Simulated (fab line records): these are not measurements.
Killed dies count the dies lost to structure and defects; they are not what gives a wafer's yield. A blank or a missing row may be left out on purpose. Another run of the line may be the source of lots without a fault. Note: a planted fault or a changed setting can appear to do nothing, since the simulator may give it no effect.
8D (eight disciplines) problem report, filled in by code + flow berkeley_cmos170 + the parts of the form that need people (team, actions taken, sign-off) are left out

== 1. THE ISSUE ==
Mean of spin_speed_rpm at UCB170_ZERO_COAT_01: 1154.6 rpm across 6 wafers in 2 lots; on wafers with no fault it is 1500.0 rpm (standard deviation 0.99). That is -99 or more standard deviations from the usual mean.
The step: resist thk 900 nm.
The first sign was on wafer L698.2 at day 5 04:56, on litho_track-04. At this step, 42 wafers from 14 lots have a number in the record. The rule behind "out" and "out of limits": a value lying over 4 standard deviations away from the usual mean. The rest of the wafers with a number are treated as sound.

== 2. WHAT IT IS AND WHAT IT IS NOT ==
| question                    | is                     | is not                                                                 |
|-----------------------------|------------------------|------------------------------------------------------------------------|
| which readings at this step | spin_speed_rpm         | -                                                                      |
| which lots                  | L698, L702             | L683, L684, L685, L686, L687, L689, L693, L694, L696, L697, L699, L701 |
| which wafers of those lots  | all that have a number | -                                                                      |
| read on which tools         | litho_track-04         | litho_track-01, litho_track-03                                         |
| when                        | from day 5 04:56       | up to then (33 sound wafers); but 3 sound wafers of L701 came after    |

== 3. SUSPECTS, AND WHAT RULES EACH OUT ==
Counting: a tool at any process step up to the reading remains a suspect when it ran all the lots that are out and ran no sound lot after the first of those.
- litho_track-04 at UCB170_ZERO_COAT_01 (resist thk 900 nm): kept. It ran every lot that is out, first L698 (day 5 04:56), and no sound lot after that; its last sound lot up to then is L696 (day 4 11:13). Its own spin_speed_rpm readings are out on those wafers.
Left after counting: litho_track-04 at UCB170_ZERO_COAT_01.

== 4. THE CAUSE (what the simulator had put in) ==
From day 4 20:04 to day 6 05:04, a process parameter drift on litho_track-04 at UCB170_ZERO_COAT_01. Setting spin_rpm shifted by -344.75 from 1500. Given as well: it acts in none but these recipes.
The count eliminated every tool but this one.

== 5. THE CHAIN OF EFFECTS, in route order ==
One row per reading whose mean, taken over the struck wafers that have a number, lies over 3 standard deviations from the usual. Only readings for which the record gives a usual standard deviation are gone through. hours: the time from each lot's start at the first step in this table that gives one to its start at this step, as a median over the lots. sigmas: the change in usual standard deviations.
| hours | step                 | reading                  | usual      | on struck wafers | change | sigmas      |
|-------|----------------------|--------------------------|------------|------------------|--------|-------------|
| 0     | UCB170_ZERO_COAT_01  | spin_speed_rpm           | 1500.0 rpm | 1154.6           | -345.4 | -99 or more |
| 1     | UCB170_ZERO_STRIP_07 | strip_time_to_endpoint_s | 21.47 s    | 24.49            | +3.02  | +48         |
Here are the process steps it includes:
- UCB170_ZERO_COAT_01: resist thk 900 nm.
- UCB170_ZERO_STRIP_07: strips in O2.
Later measuring or inspecting steps at which every struck wafer that the step has a row for has a number for every such reading, and none has moved that far: UCB170_PLDD_TW_MEAS_11, UCB170_PSD_OVL_MEAS_07.

== 6. WHAT WOULD HAVE CAUGHT IT SOONER ==
9 hours passed between the start of the fault at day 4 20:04 and the first reading out of limits in this record, taken at day 5 04:56.
